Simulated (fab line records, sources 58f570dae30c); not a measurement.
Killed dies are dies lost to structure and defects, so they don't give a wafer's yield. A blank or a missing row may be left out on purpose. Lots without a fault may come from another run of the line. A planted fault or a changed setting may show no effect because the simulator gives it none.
A struck lot beside a sound one | flow berkeley_cmos170 | 16 steps out of a route of 331
Sound: wafers L204.1, L204.3, L204.5. Struck: wafers L214.1, L214.2, L214.6. The cause comes at the end.
At each step with rows: each side's tool, then ch and its chambers, then its first start. Under that, the readings that differ: sound wafers | struck wafers | difference of the means | sigmas: that difference in standard deviations of wafers without a fault.
alike: readings whose means differ by less than 2 such deviations, and words and numbers that are the same on both sides. not compared: withheld readings, readings that some wafer has no value for, bounds like >300 that may hide the same value, and numbers for which the record gives no deviation and whose values overlap.
The two part at a step that has a row with sigmas, a row that says differs or no value, or rows on one side only. Numbers that don't overlap but have no deviation are shown without sigmas and don't part them. A reading that every wafer of one side lacks parts them only if that side has two wafers or more.

UCB170_NVT_OVL_MEAS_06:
  sound on overlay-01, day 5 13:21; struck on overlay-01, day 7 08:31
  alike: NVT_OVL
then, 1 step without rows for these wafers: UCB170_NVT_IMPLANT_07.
UCB170_NVT_STRIP_08: strips in O2.
  sound on plasma_asher-04 ch 0,1, day 5 13:32; struck on plasma_asher-02 ch 0,1, day 7 08:43
  reading                     | sound          | struck         | difference | sigmas
  drypump_motor_current_A (A) | 5.73 5.56 5.71 | 5.91 4.60 4.60 | -0.63      | -3
  alike: chamber_pressure_mTorr, oes_product_au, strip_time_to_endpoint_s
  not compared: rf_hours_counter_h
UCB170_NVT_TW_MEAS_09:
  sound on film_metro-01, day 5 13:38; struck on film_metro-04, day 7 08:49
  alike: NVT_TW
then, 7 steps without rows for these wafers: UCB170_NVT_CLEAN_10 (cleans in SPM, time 600 s); UCB170_PVT_HMDS_00 (prime time 60 s); UCB170_PVT_COAT_01 (resist thk 900 nm); UCB170_PVT_SOFTBAKE_02 (time 60 s); UCB170_PVT_EXPOSE_03 (exposes mask NWELL, target cd 3000 nm); UCB170_PVT_PEB_04; UCB170_PVT_DEVELOP_05 (develop time 45 s).
UCB170_PVT_OVL_MEAS_06:
  sound on overlay-01, day 5 15:02; struck on overlay-02, day 7 11:25
  alike: PVT_OVL
UCB170_PVT_IMPLANT_07:
  sound on implanter-04 ch 0, day 5 15:05; struck on implanter-04 ch 0, day 7 11:28
  reading                   | sound             | struck            | difference | sigmas
  implant_ion_amu           | 31 31 31          | 11 11 11          | -20        |
  model.implant.rp_nm (nm)  | 36.28 36.28 36.28 | 95.91 95.91 95.91 | +59.63     |
  model.implant.drp_nm (nm) | 16.56 16.56 16.56 | 42.97 42.97 42.97 | +26.41     |
UCB170_PVT_STRIP_08: strips in O2.
  sound on plasma_asher-03 ch 0,1, day 5 15:14; struck on plasma_asher-02 ch 0,1, day 7 11:37
  alike: chamber_pressure_mTorr, drypump_motor_current_A, oes_product_au, strip_time_to_endpoint_s
  not compared: rf_hours_counter_h
UCB170_PVT_TW_MEAS_09:
  sound on film_metro-01, day 5 15:20; struck on film_metro-02, day 7 11:56
  reading | sound             | struck            | difference | sigmas
  PVT_TW  | 508.9 507.4 509.1 | 259.3 258.1 260.3 | -249.2     | -99 or more
  not compared: hold
then, 1 step without rows for these wafers: UCB170_M3_PROBE_99.

WHERE THEY PART
First at UCB170_NVT_STRIP_08; last, within this record, at UCB170_PVT_TW_MEAS_09.

WHY: what the simulator had put in
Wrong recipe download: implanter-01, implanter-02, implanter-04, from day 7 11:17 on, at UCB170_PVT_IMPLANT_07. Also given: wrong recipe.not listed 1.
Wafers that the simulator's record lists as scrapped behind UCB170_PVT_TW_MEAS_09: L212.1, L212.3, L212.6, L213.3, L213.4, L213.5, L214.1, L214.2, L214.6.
